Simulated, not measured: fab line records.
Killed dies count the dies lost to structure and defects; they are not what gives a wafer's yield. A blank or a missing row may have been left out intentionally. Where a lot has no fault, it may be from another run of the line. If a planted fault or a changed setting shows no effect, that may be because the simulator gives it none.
fab line records ; flow rit-cmos
record: lots: 13; wafers: 39; last-day: 7
route steps=202 shown SILICIDE@162
lots with no fault: from the same line, run without faults
start-h: start of the lot's first displayed wafer, in hours after the record's first day ; wait-h: how many hours have passed since the lot's step before this one ; " repeats the value in the row above ; L1.1+2: one row covering several wafers at once ; - value missing, or start not given ; * or withheld: withheld ; < > ~ a bound
route shown NAME@n: names a module that has steps shown in the file, with the first one's number in the route ; usual: mean/standard deviation of fault-free wafers ; same: alike in all rows ; chamber/n: place in a boat ; sites: the reading at each site ; _std_site: the standard deviation of these ; _edge_site: inner sites' mean taken away from outer sites' mean ; radius-mm: how far each site lies from the wafer's centre ; mask NAME#n: copy n ; behind: the tool/chamber that last shaped the wafer ; hold: cause of the lot's hold/its duration in hours/its outcome ; device: names the non-switching transistor (n, p or np) ; end of line: the same wafers' tests at the end of the route ; a step given without rows: its recipe and nothing more ; killed: not the wafer's yield, but the dies lost to structure and defects at the first sort ; map: per-die view of a wafer (x killed, . not killed, _ where there is no die)
set.NAME: the setting that was run; set.NAME@STEP: the one run at that earlier step ; model.NAME: the simulator's own value behind a step, which no gauge read
a sample of lots followed through the steps of the route, with each step as a table and each wafer as a row
services: a tool's chamber out of use, with start hour (start-h, from the record's first day; less than 0 if before it), hours out, and reason
== steps ==
step: RIT_SILICIDE_SPUTTER_01
recipe: material: Ti; target-thk-nm: 30; power-w: 361.5; chamber-pressure-pa: 0.667; gas: Ar; time-s: 240; substrate-temp-c: 25
usual: throttle-valve-pct: 29.6/1.4
lot.wafer;tool;chamber;start-h;wait-h;throttle-valve-pct
L686.1;pvd-sputter-01;-;55.35;0.0;30.3
L686.2;pvd-sputter-01;-;55.35;0.0;28.3
L686.5;pvd-sputter-01;-;55.35;0.0;30.6
L687.3;pvd-sputter-04;-;58.20;0.0;27.8
L687.4;pvd-sputter-04;-;58.20;0.0;32.1
L687.5;pvd-sputter-04;-;58.20;0.0;27.9
L690.1;pvd-sputter-04;-;71.85;0.0;27.7
L690.4;pvd-sputter-04;-;71.85;0.0;31.9
L690.5;pvd-sputter-04;-;71.85;0.0;32.0
L699.1;pvd-sputter-02;-;122.13;0.0;28.9
L699.4;pvd-sputter-02;-;122.13;0.0;28.9
L699.6;pvd-sputter-02;-;122.13;0.0;29.2
L701.1;pvd-sputter-02;-;127.56;0.0;28.3
L701.5;pvd-sputter-02;-;127.56;0.0;31.5
L701.6;pvd-sputter-02;-;127.56;0.0;28.7
L702.1;pvd-sputter-01;-;132.57;0.0;30.1
L702.3;pvd-sputter-01;-;132.57;0.0;30.3
L702.5;pvd-sputter-01;-;132.57;0.0;30.7
L703.2;pvd-sputter-04;-;142.44;0.0;27.9
L703.3;pvd-sputter-04;-;142.44;0.0;27.5
L703.6;pvd-sputter-04;-;142.44;0.0;27.9
L705.2;pvd-sputter-02;-;147.51;0.0;31.3
L705.3;pvd-sputter-02;-;147.51;0.0;30.2
L705.4;pvd-sputter-02;-;147.51;0.0;28.8
L704.3;pvd-sputter-04;-;148.22;0.0;32.2
L704.4;pvd-sputter-04;-;148.22;0.0;28.0
L704.5;pvd-sputter-04;-;148.22;0.0;32.0
L706.2;pvd-sputter-02;-;155.39;0.0;31.4
L706.4;pvd-sputter-02;-;155.39;0.0;29.0
L706.5;pvd-sputter-02;-;155.39;0.0;28.5
L707.1;pvd-sputter-01;-;166.96;0.0;30.1
L707.4;pvd-sputter-01;-;166.96;0.0;28.4
L707.5;pvd-sputter-01;-;166.96;0.0;28.4
L709.1;pvd-sputter-04;-;169.66;0.0;27.6
L709.3;pvd-sputter-04;-;169.66;0.0;27.7
L709.4;pvd-sputter-04;-;169.66;0.0;32.0
L708.2;pvd-sputter-01;-;169.88;0.0;30.3
L708.3;pvd-sputter-01;-;169.88;0.0;30.6
L708.5;pvd-sputter-01;-;169.88;0.0;30.5
step: RIT_SILICIDE_RS_MEAS_02
recipe: thk-meas-gauge: four-point-probe; reads: Ti_of_SILICIDE_SPUTTER_01
usual: SILICIDE_TI_RS: 46.0/0.65
lot.wafer;tool;chamber;start-h;wait-h;SILICIDE_TI_RS[ohm/sq]
L686.1;film-metro-01;-;55.50;0.1;46.7
L686.2;film-metro-01;-;55.50;0.1;47.1
L686.5;film-metro-01;-;55.50;0.1;46.6
L687.3;film-metro-02;-;58.39;0.1;46.0
L687.4;film-metro-02;-;58.39;0.1;44.7
L687.5;film-metro-02;-;58.39;0.1;46.1
L690.1;film-metro-01;-;72.00;0.1;45.6
L690.4;film-metro-01;-;72.00;0.1;39.0
L690.5;film-metro-01;-;72.00;0.1;39.1
L699.1;film-metro-02;-;122.28;0.1;45.6
L699.4;film-metro-02;-;122.28;0.1;46.0
L699.6;film-metro-02;-;122.28;0.1;45.6
L701.1;film-metro-02;-;127.71;0.1;46.9
L701.5;film-metro-02;-;127.71;0.1;46.8
L701.6;film-metro-02;-;127.71;0.1;46.9
L702.1;film-metro-01;-;132.72;0.1;46.1
L702.3;film-metro-01;-;132.72;0.1;45.1
L702.5;film-metro-01;-;132.72;0.1;45.5
L703.2;film-metro-01;-;142.61;0.1;45.3
L703.3;film-metro-01;-;142.61;0.1;45.8
L703.6;film-metro-01;-;142.61;0.1;45.3
L705.2;film-metro-02;-;147.68;0.1;46.7
L705.3;film-metro-02;-;147.68;0.1;46.9
L705.4;film-metro-02;-;147.68;0.1;47.4
L704.3;film-metro-02;-;148.41;0.1;44.9
L704.4;film-metro-02;-;148.41;0.1;46.5
L704.5;film-metro-02;-;148.41;0.1;45.2
L706.2;film-metro-02;-;155.56;0.1;46.5
L706.4;film-metro-02;-;155.56;0.1;46.3
L706.5;film-metro-02;-;155.56;0.1;46.4
L707.1;film-metro-01;-;167.11;0.1;45.8
L707.4;film-metro-01;-;167.11;0.1;46.9
L707.5;film-metro-01;-;167.11;0.1;46.8
L709.1;film-metro-02;-;169.81;0.1;45.7
L709.3;film-metro-02;-;169.81;0.1;45.7
L709.4;film-metro-02;-;169.81;0.1;44.9
L708.2;film-metro-01;-;170.05;0.1;44.8
L708.3;film-metro-01;-;170.05;0.1;45.4
L708.5;film-metro-01;-;170.05;0.1;45.5
step: RIT_SILICIDE_THK_MEAS_03
recipe: thk-meas-gauge: xrf; reads: Ti_of_SILICIDE_SPUTTER_01
usual: SILICIDE_TI_THK: 30.7/0.36
lot.wafer;tool;chamber;start-h;wait-h;SILICIDE_TI_THK[nm]
L686.1;film-metro-01;-;55.62;0.1;30.3
L686.2;film-metro-01;-;55.62;0.1;30.1
L686.5;film-metro-01;-;55.62;0.1;30.3
L687.3;film-metro-02;-;58.49;0.1;30.9
L687.4;film-metro-02;-;58.49;0.1;31.6
L687.5;film-metro-02;-;58.49;0.1;30.8
L690.1;film-metro-01;-;72.12;0.1;30.7
L690.4;film-metro-01;-;72.12;0.1;34.8
L690.5;film-metro-01;-;72.12;0.1;34.7
L699.1;film-metro-02;-;122.40;0.1;31.0
L699.4;film-metro-02;-;122.40;0.1;30.9
L699.6;film-metro-02;-;122.40;0.1;31.0
L701.1;film-metro-02;-;127.83;0.1;30.3
L701.5;film-metro-02;-;127.83;0.1;30.4
L701.6;film-metro-02;-;127.83;0.1;30.5
L702.1;film-metro-01;-;132.84;0.1;30.5
L702.3;film-metro-01;-;132.84;0.1;31.2
L702.5;film-metro-01;-;132.84;0.1;30.8
L703.2;film-metro-01;-;142.72;0.1;30.9
L703.3;film-metro-01;-;142.72;0.1;30.8
L703.6;film-metro-01;-;142.72;0.1;31.1
L705.2;film-metro-02;-;147.79;0.1;30.7
L705.3;film-metro-02;-;147.79;0.1;30.6
L705.4;film-metro-02;-;147.79;0.1;30.2
L704.3;film-metro-02;-;148.51;0.1;31.4
L704.4;film-metro-02;-;148.51;0.1;30.7
L704.5;film-metro-02;-;148.51;0.1;31.4
L706.2;film-metro-02;-;155.67;0.1;30.6
L706.4;film-metro-02;-;155.67;0.1;30.7
L706.5;film-metro-02;-;155.67;0.1;30.8
L707.1;film-metro-01;-;167.23;0.1;30.7
L707.4;film-metro-01;-;167.23;0.1;30.2
L707.5;film-metro-01;-;167.23;0.1;30.3
L709.1;film-metro-02;-;169.93;0.1;31.0
L709.3;film-metro-02;-;169.93;0.1;31.3
L709.4;film-metro-02;-;169.93;0.1;31.6
L708.2;film-metro-01;-;170.16;0.1;31.2
L708.3;film-metro-01;-;170.16;0.1;30.8
L708.5;film-metro-01;-;170.16;0.1;30.8
== services ==
tool;chamber;start-h;hours;kind
pvd-sputter-04;-;47.80;1.7;repair
pvd-sputter-04;-;92.36;1.4;repair
pvd-sputter-01;-;111.26;4.3;repair
pvd-sputter-02;-;141.45;3.2;repair
pvd-sputter-02;-;161.72;9.3;repair
pvd-sputter-02;-;167.20;0.7;repair
pvd-sputter-02;-;169.51;3.9;repair
== key ==
first-sign: step: RIT_SILICIDE_RS_MEAS_02; reading: SILICIDE_TI_RS; direction: down; sigmas: 11; usual: 46.0; struck: 39.1
effect: step: RIT_SILICIDE_THK_MEAS_03; reading: SILICIDE_TI_THK; direction: up; sigmas: 11; usual: 30.7; struck: 34.7
met-at RIT_SILICIDE_SPUTTER_01
struck-lots L690
struck-wafers L690.4,L690.5
tester-left-out L690
onset-between 58.20 71.85
fault: kind: process-parameter-drift; tool: pvd-sputter-04; chamber: -; onset-h: 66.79; steps: RIT_SILICIDE_SPUTTER_01; channel: target-thk-nm; offset: 3.6; shape: step; end-h: 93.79; acts-in: these-recipes-only; stated: 30; scope: struck-wafers-only
tester-left-out: of these lots the tester's yield and bins aren't shown, on N5 and GAA mostly nor the transistor test; their killed dies are dies lost to structure and defects alone, not to doping, threshold or leakage, so they don't give the yield
